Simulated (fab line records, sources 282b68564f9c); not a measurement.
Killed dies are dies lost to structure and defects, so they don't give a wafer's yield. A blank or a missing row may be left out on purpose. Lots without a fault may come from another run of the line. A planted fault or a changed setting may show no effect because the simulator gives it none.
One fault seen from 2 desks | flow rit_cmos | each desk has only its own numbers; what lay behind them comes last

THE TOOL OWNER'S DESK: pecvd-01
The tool's own readings at RIT_CONTACT_CVD_00 (deposits SiO2 from TEOS, target thk 400 nm, time 61 s): means of the sampled wafers that have a number, for each lot that ran on this tool. A lot is out of limits, marked OUT, if its mean lies more than 4 standard deviations from the usual mean; the brackets give that distance.
Columns: A = heater_power_w at RIT_CONTACT_CVD_00, usual 311 W
lot  | first seen here | A
L535 | day 3 03:45     | 287
L544 | day 5 04:03     | 311
L547 | day 5 20:38     | 289
L550 | day 6 10:01     | 312
L553 | day 6 21:20     | 317
L556 | day 7 12:08     | 334
This desk's finding: nothing out of limits on any of the 6 lots.

THE METROLOGY DESK
What the gauges read, lot by lot, whatever tool the lot ran on: means of the sampled wafers that have a number. A lot is out of limits, marked OUT, if its mean lies more than 4 standard deviations from the usual mean; the brackets give that distance.
Columns: A = CONTACT_TEOS_THK at RIT_CONTACT_THK_MEAS_01, usual 402 nm
lot  | first seen here | A
L535 | day 3 03:48     | 404
L536 | day 3 08:04     | 397
L537 | day 3 12:23     | 407
L543 | day 4 20:24     | 405
L544 | day 5 04:06     | 406
L545 | day 5 06:45     | 399
L546 | day 5 13:55     | 400
L547 | day 5 20:41     | 398
L549 | day 6 01:50     | 402
L550 | day 6 10:04     | 400
L553 | day 6 21:24     | 200 (-37) OUT
L556 | day 7 12:12     | 206 (-36) OUT
L557 | day 7 17:23     | 402
L558 | day 7 21:53     | 396
This desk's finding: out of limits on L553, L556; first on L553, day 6 21:24 (CONTACT_TEOS_THK at RIT_CONTACT_THK_MEAS_01). In limits: L535, L536, L537, L543, L544, L545, L546, L547, L549, L550, L557, L558.

PUT TOGETHER
The metrology desk could have raised an alarm at day 6 21:24, on L553, L556.
The tool owner's desk saw nothing out of limits.
The tool owner's desk has L553, L556 on record, within its limits.
Of the lots named, all ran RIT_CONTACT_CVD_00 on pecvd-01.

WHAT THE SIMULATOR HAD PUT IN
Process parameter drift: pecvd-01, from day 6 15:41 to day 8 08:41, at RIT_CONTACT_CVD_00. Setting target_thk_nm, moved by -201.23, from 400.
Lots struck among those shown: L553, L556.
Hours from the fault's start to each desk's first reading out of limits: the metrology desk, 6.
